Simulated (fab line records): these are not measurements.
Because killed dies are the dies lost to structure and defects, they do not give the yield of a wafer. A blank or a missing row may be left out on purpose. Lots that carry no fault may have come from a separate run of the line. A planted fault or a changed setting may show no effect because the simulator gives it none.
Lot-split experiment | flow rit cmos | 5 lots, 23 wafers read, on a route of 202 steps

== ON THE SPLIT ==
At RIT_PRETRO_COAT_01 (resist thk 1300 nm), the setting spin rpm was moved away from the recipe's 2000 rpm on 9 of the 23 wafers read, by -5.1% to +4.6%. The other wafers ran this setting at the recipe's value.

== FROM THE SPLIT TO THE READING: what the file shows between them, 3 steps ==
- RIT_PRETRO_SOFTBAKE_02: time 60 s
- RIT_PRETRO_EXPOSE_03: exposes mask M5, target cd 43700 nm
- RIT_PRETRO_DEVELOP_05: develop time 68 s

== THE READING ==
NOVOLAK_of_PRETRO_COAT_01.thk nm (the simulator's own value, which no gauge read), in nm, at RIT_PRETRO_HARDBAKE_07 (time 120 s). No usual value for it is given in the file. Here, 14 wafers ran the recipe; their average is 1136 nm with a standard deviation of 4.7 nm.

wafer  | tool, chamber at the split | spin rpm as run, rpm | against the recipe | NOVOLAK_of_PRETRO_COAT_01.thk nm, nm | against lot-mates on the recipe
L074.2 | litho track-01, 0          | 2000                 | recipe             | 1145                                 | -
L074.3 | litho track-01, 0          | 2000                 | recipe             | 1139                                 | -
L074.4 | litho track-01, 0          | 2049                 | +2.4%              | 1126                                 | -16
L074.5 | litho track-01, 0          | 2049                 | +2.4%              | 1130                                 | -12
L074.6 | litho track-01, 0          | 2000                 | recipe             | 1141                                 | -
L079.1 | litho track-04, 0          | 1897                 | -5.1%              | 1165                                 | +34
L079.2 | litho track-04, 0          | 1897                 | -5.1%              | 1164                                 | +32
L079.3 | litho track-04, 0          | 2000                 | recipe             | 1130                                 | -
L079.5 | litho track-04, 0          | 2000                 | recipe             | 1133                                 | -
L079.6 | litho track-04, 0          | 1897                 | -5.1%              | 1160                                 | +28
L081.1 | litho track-02, 0          | 2093                 | +4.6%              | 1113                                 | -27
L081.2 | litho track-02, 0          | 2093                 | +4.6%              | 1114                                 | -26
L081.4 | litho track-02, 0          | 2000                 | recipe             | 1139                                 | -
L081.5 | litho track-02, 0          | 2000                 | recipe             | 1140                                 | -
L081.6 | litho track-02, 0          | 2000                 | recipe             | 1140                                 | -
L082.2 | litho track-04, 0          | 1939                 | -3.0%              | 1146                                 | +15
L082.3 | litho track-04, 0          | 2000                 | recipe             | 1132                                 | -
L082.4 | litho track-04, 0          | 2000                 | recipe             | 1133                                 | -
L082.5 | litho track-04, 0          | 1939                 | -3.0%              | 1149                                 | +18
L082.6 | litho track-04, 0          | 2000                 | recipe             | 1127                                 | -
L085.1 | litho track-04, 0          | 2000                 | recipe             | 1135                                 | -
L085.4 | litho track-04, 0          | 2000                 | recipe             | 1136                                 | -
L085.6 | litho track-04, 0          | 2000                 | recipe             | 1134                                 | -

FIT RESULTS
A straight line over all 23 wafers: NOVOLAK_of_PRETRO_COAT_01.thk nm changes by -4.78 nm for each +1% of spin rpm; r = -0.95; the points scatter about the line by 4.4 nm.
The same after taking each lot's own level away (the mean of its wafers on the recipe; 23 wafers): -5.85 nm for each +1%; r = -0.99; scatter 2 nm.
On that fit, the largest move of spin rpm shifts the reading by 30 nm.
The lots' own levels span 1130.7 to 1141.7 nm, that is 2.3 times the standard deviation above.
Thus the slope moves with the lot-to-lot level: the two fits are different.
Check: +29.6 nm against its lot-mates is what the line predicts for one of the wafers moved furthest among these (-5.1%) when that wafer is left out of the fit. Against them it came out at +33.5 nm.

== OTHER SPLITS ON THESE WAFERS ==
Before the reading, these wafers also passed through other splits. Each is held against what the fit with the lots' levels taken away leaves over:
other split on the same wafers    | wafers away from the commonest value | r with NOVOLAK_of_PRETRO_COAT_01.thk nm (lot level and that fit taken away)
RIT_ACTIVE_OXIDATION_01 ox time s | 15                                   | +0.12
RIT_FOX2_OXIDATION_00 ox time s   | 10                                   | +0.02
RIT_FOX2_WET_ETCH_03 time s       | 18                                   | -0.16
RIT_NWELL_IMPLANT_08 dose cm2     | 8                                    | +0.06
RIT_PWELL_IMPLANT_08 dose cm2     | 8                                    | +0.00
RIT_NRETRO_IMPLANT_08 energy kev  | 5                                    | +0.15

== THE WHOLE CHAIN: every reading that the file lists as answering this split, in the file's order ==
step                   | what it does       | reading                                                                           | change (the file's fit)              | r (the file's)
RIT_PRETRO_COAT_01     | resist thk 1300 nm | NOVOLAK_of_PRETRO_COAT_01.thk nm (the simulator's own value, which no gauge read) | -6.7 nm for each +1% of the setting  | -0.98
RIT_PRETRO_HARDBAKE_07 | time 120 s         | NOVOLAK_of_PRETRO_COAT_01.thk nm (the simulator's own value, which no gauge read) | -5.77 nm for each +1% of the setting | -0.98

== FILE'S OWN FIT ==
NOVOLAK_of_PRETRO_COAT_01.thk nm changes by -5.77 nm for each +1% of spin rpm, r = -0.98.
